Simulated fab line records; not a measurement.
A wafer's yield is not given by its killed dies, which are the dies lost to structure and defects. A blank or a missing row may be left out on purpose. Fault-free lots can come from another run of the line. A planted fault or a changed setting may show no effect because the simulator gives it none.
A lot that was struck, set against a sound lot + flow berkeley cmos170 + 44 out of 331 route steps
Sound: wafers L479.2, L479.4, L479.6. Wafers struck: L492.2, L492.3, L492.4. The cause comes at the end.
Each step with rows lists, per side, the tool, then ch with its chambers, then its first start. Under that, the readings that differ: sound wafers + struck wafers + difference of the means + sigmas: that difference in standard deviations of wafers without a fault.
alike: same words and numbers on both sides, and readings whose means sit less than 2 such deviations apart. not compared: any withheld reading, any reading some wafer has no value for, any bound like >300 that may hide the same value, and any number with overlapping values for which the record gives no deviation.
Wherever a step has rows on one side only, a row that says differs or no value, or a row with sigmas, the two part there. When numbers do not overlap yet have no deviation, they are printed without sigmas and do not part them. Lack of a reading on every wafer of one side parts them only where that side has two or more wafers.

UCB170_GATE_STRIP_16: strips in O2.
  sound on plasma asher-02 ch 0,1, day 7 02:23; struck on plasma asher-03 ch 0,1, day 10 20:10
  alike: chamber pressure mTorr, drypump motor current A, oes product au
  not compared: rf hours counter h
UCB170_GATE_CD_MEAS_90: target cd 350 nm.
  sound on cd sem-01, day 7 02:31; struck on cd sem-02, day 10 20:17
  alike: cd nm
then, 7 steps without rows for these wafers: UCB170_GATE_CLEAN_17 (cleans in SPM, time 600 s); UCB170_PLDD_HMDS_00 (prime time 60 s); UCB170_PLDD_COAT_01 (resist thk 900 nm); UCB170_PLDD_SOFTBAKE_02 (time 60 s); UCB170_PLDD_EXPOSE_03 (exposes mask PSELECT, target cd 1200 nm); UCB170_PLDD_PEB_04; UCB170_PLDD_DEVELOP_05 (develop time 45 s).
UCB170_PLDD_CD_MEAS_06: target cd 1200 nm.
  sound on cd sem-01, day 7 04:43; struck on cd sem-01, day 10 22:25
  alike: cd nm
UCB170_PLDD_OVL_MEAS_07:
  sound on overlay-02, day 7 04:50; struck on overlay-02, day 10 22:32
  alike: PLDD_OVL
next, for these wafers, 1 step has no rows: UCB170_PLDD_IMPLANT_08.
UCB170_PLDD_IMPLANT_09:
  sound on implanter-02 ch 0, day 7 05:02; struck on implanter-02 ch 0, day 10 23:03
UCB170_PLDD_STRIP_10: strips in O2.
  sound on plasma asher-01 ch 0,1, day 7 05:10; struck on plasma asher-02 ch 0,1, day 10 23:14
  alike: chamber pressure mTorr, drypump motor current A, oes product au, strip time to endpoint s
  not compared: rf hours counter h
UCB170_PLDD_TW_MEAS_11:
  sound on film metro-02, day 7 05:16; struck on film metro-03, day 10 23:20
| reading | sound          | struck         | difference | sigmas |
|---------|----------------|----------------|------------|--------|
| PLDD_TW | 1003 1005 1005 | 1143 1145 1145 | +140       | +29    |
then, 7 steps without rows for these wafers: UCB170_PLDD_CLEAN_12 (cleans in SPM, time 600 s); UCB170_NLDD_HMDS_00 (prime time 60 s); UCB170_NLDD_COAT_01 (resist thk 900 nm); UCB170_NLDD_SOFTBAKE_02 (time 60 s); UCB170_NLDD_EXPOSE_03 (exposes mask NSELECT, target cd 1200 nm); UCB170_NLDD_PEB_04; UCB170_NLDD_DEVELOP_05 (develop time 45 s).
UCB170_NLDD_CD_MEAS_06: target cd 1200 nm.
  sound on cd sem-01, day 7 06:37; struck on cd sem-01, day 11 01:52
| reading    | sound                | struck               | difference | sigmas |
|------------|----------------------|----------------------|------------|--------|
| cd nm (nm) | 1197.8 1198.6 1196.7 | 1200.2 1200.8 1201.2 | +3.0       | +2     |
UCB170_NLDD_OVL_MEAS_07:
  sound on overlay-02, day 7 06:43; struck on overlay-01, day 11 01:59
  alike: NLDD_OVL
then, 2 steps without rows for these wafers: UCB170_NLDD_IMPLANT_08; UCB170_NLDD_IMPLANT_09.
UCB170_NLDD_STRIP_10: strips in O2.
  sound on plasma asher-01 ch 0,1, day 7 07:03; struck on plasma asher-01 ch 0,1, day 11 02:19
  alike: chamber pressure mTorr, drypump motor current A, oes product au, strip time to endpoint s
  not compared: rf hours counter h
UCB170_NLDD_TW_MEAS_11:
  sound on film metro-01, day 7 07:10; struck on film metro-03, day 11 02:25
  alike: NLDD_TW
then, 1 step without rows for these wafers: UCB170_NLDD_CLEAN_12 (cleans in SPM, time 600 s).
UCB170_SPACER_CVD_00: deposits SiO2 from TEOS/O2, target thk 376 nm, time 47 s.
  sound on pecvd-02 ch 0,1,2, day 7 07:23; struck on pecvd-01 ch 0,2, day 11 02:38
  alike: heater power w
UCB170_SPACER_THK_MEAS_01:
  sound on film metro-01, day 7 07:26; struck on film metro-04, day 11 02:41
  alike: SPACER_TEOS_THK
then, 1 step without rows for these wafers: UCB170_SPACER_ANNEAL_02 (time 1800 s).
UCB170_SPACER_ETCHBACK_03: etches SiO2 in CHF3/CF4/Ar, stops on Si, target depth 376 nm, time 100 s.
  sound on rie diel-04 ch 0,2,3, day 7 13:55; struck on rie diel-01 ch 0,1,2, day 11 10:07
  alike: chamber pressure mTorr, drypump motor current A, oes product au, throttle valve pct
  not compared: rf hours counter h
then, 6 steps without rows for these wafers: UCB170_PSD_HMDS_00 (prime time 60 s); UCB170_PSD_COAT_01 (resist thk 900 nm); UCB170_PSD_SOFTBAKE_02 (time 60 s); UCB170_PSD_EXPOSE_03 (exposes mask PSELECT MOD, target cd 1200 nm); UCB170_PSD_PEB_04; UCB170_PSD_DEVELOP_05 (develop time 45 s).
UCB170_PSD_CD_MEAS_06: target cd 1200 nm.
  sound on cd sem-01, day 7 15:04; struck on cd sem-02, day 11 11:52
| reading    | sound                | struck               | difference | sigmas |
|------------|----------------------|----------------------|------------|--------|
| cd nm (nm) | 1202.8 1202.2 1202.4 | 1199.1 1198.1 1198.5 | -3.9       | -3     |
UCB170_PSD_OVL_MEAS_07:
  sound on overlay-01, day 7 15:11; struck on overlay-02, day 11 11:58
  alike: PSD_OVL
next, for these wafers, 1 step has no rows: UCB170_PSD_IMPLANT_08.
UCB170_SDANNEAL_RS_MEAS_04: a four-point-probe measurement.
  sound on film metro-01, day 8 00:30; struck on film metro-02, day 11 16:02
| reading          | sound                | struck            | difference | sigmas      |
|------------------|----------------------|-------------------|------------|-------------|
| PLDD_RS (ohm/sq) | 1031.9 1030.6 1031.2 | 757.5 758.6 756.3 | -273.8     | -99 or more |
UCB170_M3_PROBE_99:
  the record has rows for the struck wafers here (prober-01, day 12 12:32) and none for the sound ones

## WHERE THEY PART
Last at UCB170_M3_PROBE_99 as far as this record goes, first at UCB170_PLDD_TW_MEAS_11.

WHY: whatever the simulator had introduced
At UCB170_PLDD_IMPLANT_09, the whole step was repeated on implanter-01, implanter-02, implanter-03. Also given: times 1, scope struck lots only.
